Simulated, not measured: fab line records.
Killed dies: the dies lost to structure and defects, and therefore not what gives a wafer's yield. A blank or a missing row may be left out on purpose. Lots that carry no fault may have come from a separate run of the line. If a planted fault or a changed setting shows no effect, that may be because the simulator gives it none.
Struck lot and sound lot, side by side    flow rit cmos    17 steps out of a route of 202
Sound: these wafers, L234.2, L234.4, L234.5. Wafers struck: L243.1, L243.2, L243.6. At the end, the cause is stated.
Each step with rows lists, per side, the tool, then ch with its chambers, then its first start. Under that, the readings that differ: sound wafers    struck wafers    difference of the means    sigmas: that difference in standard deviations of wafers without a fault.
alike: same words and numbers on both sides, and readings whose means sit less than 2 such deviations apart. not compared: any withheld reading, any reading some wafer has no value for, any bound like >300 that may hide the same value, and any number with overlapping values for which the record gives no deviation.
A row with sigmas, a row that says differs or no value, or rows on one side alone: a step with any of these is where the two part. Numbers that have no deviation but don't overlap get no sigmas and don't part them. A reading that every wafer of one side lacks parts them only if that side has two wafers or more.

first, 1 step without rows for these wafers: RIT_PRETRO_DEVELOP_05 (develop time 68 s).
RIT_PRETRO_OVL_MEAS_06:
  sound on overlay-01, day 3 02:47; struck on overlay-01, day 4 23:32
reading          sound        struck       difference  sigmas
PRETRO_OVL (nm)  5.0 4.0 4.6  1.4 2.0 1.6  -2.9        -2
then, 2 steps without rows for these wafers: RIT_PRETRO_HARDBAKE_07 (time 120 s); RIT_PRETRO_IMPLANT_08.
RIT_PRETRO_STRIP_09: strips in O2, time 180 s.
  sound on plasma asher-02 ch 1, day 3 03:13; struck on plasma asher-03 ch 0,1, day 4 23:58
  alike: drypump motor current A
  not compared: rf hours counter h
RIT_PRETRO_TW_MEAS_10:
  sound on film metro-02, day 3 03:24; struck on film metro-04, day 5 00:09
  alike: PRETRO_TW
then, 5 steps without rows for these wafers: RIT_GATE_WET_ETCH_00 (etches SiO2 in BOE, target depth 56 nm, time 60 s); RIT_GATE_CLEAN_01 (cleans in SC1, time 600 s); RIT_GATE_CLEAN_02 (cleans in dHF, time 30 s); RIT_GATE_CLEAN_03 (cleans in SC2, time 600 s); RIT_GATE_CLEAN_04 (cleans in dHF, time 60 s).
RIT_FOX2_THK_MEAS_91:
  sound on film metro-02, day 3 03:53; struck on film metro-02, day 5 00:37
  alike: FIELD_OXIDE_LEFT_2_THK
RIT_GATE_OXIDATION_05: target thk 3 nm, ox time 270 s.
  sound on furnace-01 ch 0, day 3 04:03; struck on furnace-01 ch 0, day 5 03:15
reading                                      sound                 struck                difference  sigmas
spike tc centre C (C)                        902.6 902.9 901.9     918.8 917.2 917.2     +15.3       +14
spike tc load C (C)                          924.4 923.5 923.0     938.9 939.6 940.2     +15.9       +7
spike tc source C (C)                        926.4 924.2 924.3     939.0 940.8 940.0     +15.0       +7
tube center temp C (C)                       900.01 899.89 900.15  914.91 915.12 915.04  +15.01      +99 or more
tube_center_temp_C_max                       901.7 901.6 902.5     917.4 917.5 916.8     +15.3       +45
model.SiO2_of_GATE_OXIDATION_05.thk nm (nm)  3.021 3.052 3.086     3.44 3.474 3.476      +0.41       
then, 1 step without rows for these wafers: RIT_GATE_ANNEAL_06 (time 600 s).
RIT_GATE_THK_MEAS_07:
  sound on film metro-02, day 3 05:23; struck on film metro-03, day 5 06:31
reading              sound           struck          difference  sigmas
GATE_OXIDE_THK (nm)  3.05 3.04 3.02  3.49 3.47 3.49  +0.45       +7
then, 1 step without rows for these wafers: RIT_GATE_CVD_08 (deposits poly-Si from SiH4, target thk 250 nm, time 2220 s).
RIT_M1_PROBE_99:
  sound on prober-01, day 4 04:01; struck on prober-02, day 6 06:03
reading                              sound              struck             difference  sigmas
model.etest.pmos_0p3.r on ohm um     6188 6254 6360     7049 7137 7125     +836        
model.etest.pmos turned.r on ohm um  3289 3372 3361     3803 3762 3866     +470        
model.etest.pmos_0p15.r on ohm um    2666 2732 2712     3097 3063 3139     +396        
model.etest.nmos_0p3.r on ohm um     2167 2198 2217     2373 2373 2362     +175        
model.etest.nmos_0p15.r on ohm um    1129 1163 1161     1211 1180 1198     +45         
model.etest.nmos_0p15.drive ua um    470.9 454.9 460.4  401.2 411.8 402.3  -57.0       
model.etest.nmos narrow.drive ua um  225.6 218 216.1    189.3 186.1 190    -31.4       
model.etest.nmos_0p3.drive ua um     222.2 218.9 215.2  189.1 185.6 186.8  -31.6       
  alike: killed at front end, killed dies, killed open, killed short

== WHERE THEY PART ==
At RIT_PRETRO_OVL_MEAS_06 first; at RIT_GATE_THK_MEAS_07 last (within this record only). Later steps at which nothing parts them and some readings are alike: RIT_M1_PROBE_99.

WHY: whatever the simulator had introduced
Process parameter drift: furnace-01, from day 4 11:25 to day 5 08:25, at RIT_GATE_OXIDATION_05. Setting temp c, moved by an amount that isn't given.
